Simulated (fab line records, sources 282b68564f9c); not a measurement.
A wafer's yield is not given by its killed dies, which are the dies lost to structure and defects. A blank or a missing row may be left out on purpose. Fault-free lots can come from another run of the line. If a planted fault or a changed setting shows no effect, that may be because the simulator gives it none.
Comparing a struck lot with a sound one ; flow rit_cmos ; 15 steps out of a route of 202
Sound: wafers L470.1, L470.5, L470.6. Struck: wafers L475.4, L475.6 (left out: L475.5, a lot-mate that was not struck); the cause follows at the end.
For every step that has rows: the tool of each side, followed by ch and its chambers, followed by its first start. Under that, the readings that differ: sound wafers ; struck wafers ; difference of the means ; sigmas: that difference in standard deviations of wafers without a fault.
alike: a reading whose means differ by less than 2 such deviations, as well as words and numbers matching on both sides. not compared: withheld readings; readings where some wafer has no value; bounds like >300 that might hide an equal value; numbers whose values overlap and for which the record gives no deviation.
A row with sigmas, a row that says differs or no value, or rows on one side alone: a step with any of these is where the two part. Numbers that don't overlap but have no deviation are shown without sigmas and don't part them. A reading missing from all wafers of one side parts the sides only when that side holds two or more wafers.

first, 2 steps without rows for these wafers: RIT_REOX_CLEAN_02 (cleans in SC2, time 600 s); RIT_REOX_OXIDATION_03 (target thk 25.2 nm, ox time 5580 s).
RIT_REOX_THK_MEAS_04:
  sound on film_metro-04, day 4 12:36; struck on film_metro-04, day 5 12:31
  alike: REOX_OXIDE_THK
then, 6 steps without rows for these wafers: RIT_NLDD_HMDS_00 (prime time 60 s); RIT_NLDD_COAT_01 (resist thk 1000 nm); RIT_NLDD_SOFTBAKE_02 (time 60 s); RIT_NLDD_EXPOSE_03 (exposes mask M7, target cd 40700 nm); RIT_NLDD_PEB_04; RIT_NLDD_DEVELOP_05 (develop time 50 s).
RIT_NLDD_OVL_MEAS_06:
  sound on overlay-02, day 4 13:31; struck on overlay-02, day 5 13:37
  alike: NLDD_OVL
then, 2 steps without rows for these wafers: RIT_NLDD_HARDBAKE_07 (time 60 s); RIT_NLDD_IMPLANT_08.
RIT_NLDD_STRIP_09: strips in O2, time 180 s.
  sound on plasma_asher-03 ch 0,1, day 4 13:51; struck on plasma_asher-02 ch 0, day 5 13:59
reading;sound;struck;difference;sigmas
chamber_pressure_mTorr (mTorr);4000 3999 3994;1996 1996;-2002;-99 or more
  alike: drypump_motor_current_A
  not compared: rf_hours_counter_h
RIT_NLDD_TW_MEAS_10:
  sound on film_metro-01, day 4 14:01; struck on film_metro-03, day 5 14:08
  alike: NLDD_TW
RIT_M1_PROBE_99:
  sound on prober-02, day 5 05:54; struck on prober-01, day 6 05:14
  alike: killed_at_front_end, killed_dies, killed_on_rim, killed_open, killed_short

## WHERE THEY PART
Only at RIT_NLDD_STRIP_09, as far as this record shows. Later steps at which nothing parts them and some readings are alike: RIT_NLDD_TW_MEAS_10, RIT_M1_PROBE_99.

WHY: what had been put in by the simulator
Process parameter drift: plasma_asher-02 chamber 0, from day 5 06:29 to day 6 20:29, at RIT_NLDD_STRIP_09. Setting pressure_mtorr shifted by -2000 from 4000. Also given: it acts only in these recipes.
